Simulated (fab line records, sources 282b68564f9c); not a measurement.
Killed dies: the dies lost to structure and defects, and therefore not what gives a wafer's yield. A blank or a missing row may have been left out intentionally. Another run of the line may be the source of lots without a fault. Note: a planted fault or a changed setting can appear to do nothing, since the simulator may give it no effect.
A lot that was struck, set against a sound lot -- flow rit_cmos -- 43 steps out of a route of 202
Sound: wafers L753.2, L753.4, L753.5. Wafers struck: L768.2, L768.4, L768.5. The cause is given at the end.
At each step with rows: each side's tool, then ch and its chambers, then its first start. Under that, the readings that differ: sound wafers -- struck wafers -- difference of the means -- sigmas: that difference in standard deviations of wafers without a fault.
alike: same words and numbers on both sides, and readings whose means sit less than 2 such deviations apart. not compared: any withheld reading, any reading some wafer has no value for, any bound like >300 that may hide the same value, and any number with overlapping values for which the record gives no deviation.
Wherever a step has rows on one side only, a row that says differs or no value, or a row with sigmas, the two part there. Numbers that don't overlap but have no deviation are shown without sigmas and don't part them. A reading missing from all wafers of one side parts the sides only when that side holds two or more wafers.

RIT_NSD_TW_MEAS_10:
  sound: film_metro-01 at day 3 16:23; struck: film_metro-02 at day 7 12:14
  alike: NSD_TW
then, 6 steps without rows for these wafers: RIT_PSD_HMDS_00 (prime time 60 s); RIT_PSD_COAT_01 (resist thk 1000 nm); RIT_PSD_SOFTBAKE_02 (time 60 s); RIT_PSD_EXPOSE_03 (exposes mask M10, target cd 40900 nm); RIT_PSD_PEB_04; RIT_PSD_DEVELOP_05 (develop time 50 s).
RIT_PSD_OVL_MEAS_06:
  sound: overlay-01 at day 3 17:17; struck: overlay-02 at day 7 13:16
  alike: PSD_OVL
then, 3 steps without rows for these wafers: RIT_PSD_HARDBAKE_07 (time 60 s); RIT_PSD_IMPLANT_08; RIT_PSD_STRIP_09 (strips in O2, time 180 s).
RIT_PSD_TW_MEAS_10:
  sound: film_metro-04 at day 3 17:48; struck: film_metro-01 at day 7 13:47
  alike: PSD_TW
RIT_SDANNEAL_CLEAN_00: cleans in SC1, time 600 s.
  sound on wet_bench-01 ch 2, day 3 17:51; struck on wet_bench-01 ch 3, day 7 13:50
  alike: bath_heat_duty_pct
then, 2 steps without rows for these wafers: RIT_SDANNEAL_CLEAN_01 (cleans in dHF, time 30 s); RIT_SDANNEAL_CLEAN_02 (cleans in SC2, time 600 s).
RIT_SDANNEAL_RTA_03: time 5 s.
  sound on rtp_anneal-01 ch 0, day 3 18:14; struck on rtp_anneal-02 ch 0, day 7 14:14
reading,sound,struck,difference,sigmas
chamber_o2_ppm,1.952 1.949 1.971,2.001 2.011 2.004,+0.048,+2
  alike: anneal_temp_c_max, wafer_temp_C_max
RIT_SDANNEAL_RS_MEAS_04: measures by four-point-probe.
  sound: film_metro-02 at day 3 18:19; struck: film_metro-01 at day 7 14:19
reading,sound,struck,difference,sigmas
PSD_RS (ohm/sq),115.64 115.44 115.59,114.73 114.92 114.94,-0.69,-2
RIT_SDANNEAL_RS_MEAS_05: measures by four-point-probe.
  sound: film_metro-02 at day 3 18:26; struck: film_metro-01 at day 7 14:26
  alike: NSD_RS
RIT_SDANNEAL_RS_MEAS_06: measures by four-point-probe.
  sound: film_metro-02 at day 3 18:33; struck: film_metro-01 at day 7 14:33
reading,sound,struck,difference,sigmas
PLDD_RS (ohm/sq),179.5 180.0 179.5,178.2 178.9 178.8,-1.0,-2
RIT_SDANNEAL_RS_MEAS_07: measures by four-point-probe.
  sound: film_metro-02 at day 3 18:40; struck: film_metro-01 at day 7 14:40
reading,sound,struck,difference,sigmas
NLDD_RS (ohm/sq),151.5 151.4 150.6,150.0 149.7 150.3,-1.2,-2
then, 2 steps without rows for these wafers: RIT_SILICIDE_WET_ETCH_00 (etches SiO2 in BOE, target depth 14 nm, time 15 s); RIT_SILICIDE_SPUTTER_01 (material Ti, target thk 30 nm, time 240 s).
RIT_SILICIDE_RS_MEAS_02: measures by four-point-probe.
  sound: film_metro-03 at day 3 18:57; struck: film_metro-03 at day 7 14:57
  alike: SILICIDE_TI_RS
RIT_SILICIDE_THK_MEAS_03: measures by xrf.
  sound: film_metro-03 at day 3 19:04; struck: film_metro-03 at day 7 15:04
  alike: SILICIDE_TI_THK
RIT_SILICIDE_RTA_04: time 10 s, ramp up 5 s, ramp down 5 s.
  sound on rtp_anneal-02 ch 0, day 3 19:08; struck on rtp_anneal-01 ch 0, day 7 15:07
  alike: anneal_temp_c_max, chamber_o2_ppm, wafer_temp_C_max
then, 1 step without rows for these wafers: RIT_SILICIDE_WET_ETCH_05 (etches Ti in SPM, time 120 s).
RIT_SILICIDE_RTA_06: time 10 s, ramp up 5 s, ramp down 10 s.
  sound on rtp_anneal-01 ch 0, day 3 19:18; struck on rtp_anneal-02 ch 0, day 7 15:14
  alike: anneal_temp_c_max, chamber_o2_ppm, wafer_temp_C_max
RIT_CONTACT_CVD_00: deposits SiO2 from TEOS, target thk 400 nm, time 61 s.
  sound on pecvd-02 ch 1,2, day 3 19:21; struck on pecvd-02 ch 0,1, day 7 15:17
  alike: heater_power_w
RIT_CONTACT_THK_MEAS_01:
  sound: film_metro-04 at day 3 19:26; struck: film_metro-03 at day 7 15:20
  alike: CONTACT_TEOS_THK
then, 6 steps without rows for these wafers: RIT_CONTACT_HMDS_02 (prime time 60 s); RIT_CONTACT_COAT_03 (resist thk 1000 nm); RIT_CONTACT_SOFTBAKE_04 (time 60 s); RIT_CONTACT_EXPOSE_05 (exposes mask M11, target cd 1000 nm); RIT_CONTACT_PEB_06; RIT_CONTACT_DEVELOP_07 (develop time 120 s).
RIT_CONTACT_CD_MEAS_08: target cd 1000 nm.
  sound: cd_sem-02 at day 3 20:28; struck: cd_sem-01 at day 7 16:31
  alike: cd_nm
RIT_CONTACT_OVL_MEAS_09:
  sound: overlay-02 at day 3 20:35; struck: overlay-02 at day 7 16:37
  alike: CONTACT_OVL
then, 1 step without rows for these wafers: RIT_CONTACT_HARDBAKE_10 (time 60 s).
RIT_CONTACT_ETCH_11: etches SiO2 in CHF3/CF4/Ar, stops on TiSi2, target depth 480 nm, time 320 s.
  sound on rie_diel-01 ch 1,2,3, day 3 20:46; struck on rie_diel-03 ch 0,1, day 7 17:05
  alike: drypump_motor_current_A, oes_product_au, throttle_valve_pct
  not compared: rf_hours_counter_h
then, 1 step without rows for these wafers: RIT_CONTACT_STRIP_12 (strips in O2, time 175.2 s).
RIT_CONTACT_CD_MEAS_90: target cd 1000 nm.
  sound: cd_sem-02 at day 3 21:09; struck: cd_sem-01 at day 7 17:29
  alike: cd_nm
then, 1 step without rows for these wafers: RIT_CONTACT_CLEAN_13 (cleans in SC1, time 600 s).
RIT_M1_PROBE_99:
  sound: prober-01 at day 4 01:50; struck: prober-02 at day 7 22:39
reading,sound,struck,difference,sigmas
killed_at_front_end,8 7 7,28 31 33,+23,+8
killed_dies,8 7 7,28 31 33,+23,+8
  alike: killed_open, killed_short

WHERE THEY PART
Earliest at RIT_SDANNEAL_RTA_03; latest, in this record, at RIT_M1_PROBE_99.

WHY: whatever the simulator had introduced
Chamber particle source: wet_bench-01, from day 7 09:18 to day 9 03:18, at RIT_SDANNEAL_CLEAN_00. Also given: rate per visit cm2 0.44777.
